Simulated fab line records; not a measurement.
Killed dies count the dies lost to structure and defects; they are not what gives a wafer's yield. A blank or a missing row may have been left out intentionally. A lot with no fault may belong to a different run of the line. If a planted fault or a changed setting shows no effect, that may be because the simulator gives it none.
Problem report, 8D (eight disciplines) form, completed by code | flow berkeleyCmos170 | the parts of the form that need people (team, actions taken, sign-off) are left out

## 1. THE ISSUE
tubeCenterTempC at UCB170_FIELD_OXIDATION_01 reads a mean of 1006.2 C on 6 wafers of 2 lots; wafers without a fault read 1000.0 C with a standard deviation of 0.1. That is +62 standard deviations from the usual mean.
The step: target thk 558.3 nm, ox time 7200 s.
Seen first at day 6 11:01 on furnace-01, wafer L337.2. The record holds 42 wafers of 14 lots with a number at this step. By rule, "out" or "out of limits" means more than 4 standard deviations away from the usual mean. All remaining wafers that have a number are taken as sound.

## 2. WHAT IT IS, WHAT IT ISN'T
question                    | is                                      | is not
which readings at this step | tubeCenterTempC, tube_center_temp_C_max | zonePowerCentrePct
which lots                  | L337, L344                              | L329, L330, L331, L332, L333, L334, L335, L336, L342, L348, L349, L350
which wafers of those lots  | all that have a number                  | -
read on which tools         | furnace-01                              | furnace-04
when                        | from day 6 11:01                        | up to then (24 sound wafers); but 12 sound wafers of L342, L348, L349, L350 came after

## 3. SUSPECTS, AND WHAT RULES EACH OUT
Counting: a tool stays on the suspect list if, at a process step up to the reading, it processed all lots that are out and no sound lot following the first of them.
- furnace-01 at UCB170_FIELD_OXIDATION_01 (target thk 558.3 nm, ox time 7200 s): kept. It processed each lot that is out, first L337 at day 6 11:01, and no sound lot thereafter; up to then, the last sound lot it processed was L334 at day 6 01:14. Out on those wafers are its own readings of tubeCenterTempC, tube_center_temp_C_max.
Remaining after the count: furnace-01 at UCB170_FIELD_OXIDATION_01.

## 4. THE CAUSE (what the simulator had put in)
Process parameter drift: furnace-01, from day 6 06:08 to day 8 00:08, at UCB170_FIELD_OXIDATION_01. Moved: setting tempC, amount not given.
Only this tool survived the counting.

## 5. THE EFFECT CHAIN, in route order
Each row: a reading whose mean over the struck wafers that have a number lies more than 3 standard deviations from the usual. Readings are gone through only where the record gives a usual standard deviation; hours: the median, over the lots, of the time from a lot's start at the first step in this table giving one to that lot's start at this step; sigmas: the change measured in usual standard deviations.
hours | step                      | reading                | usual    | on struck wafers | change | sigmas
0     | UCB170_FIELD_OXIDATION_01 | spikeTcCentreC         | 1002.9 C | 1008.1           | +5.2   | +4.3
0     | UCB170_FIELD_OXIDATION_01 | tubeCenterTempC        | 1000.0 C | 1006.2           | +6.2   | +62
0     | UCB170_FIELD_OXIDATION_01 | tube_center_temp_C_max | 1002.5   | 1008.5           | +6.0   | +15
It contains these process steps:
- UCB170_FIELD_OXIDATION_01: target thk 558.3 nm, ox time 7200 s.

## 6. HOW IT WOULD HAVE BEEN CAUGHT EARLIER
The fault began at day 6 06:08; the first out-of-limits reading in this record came at day 6 11:01, 5 hours later.
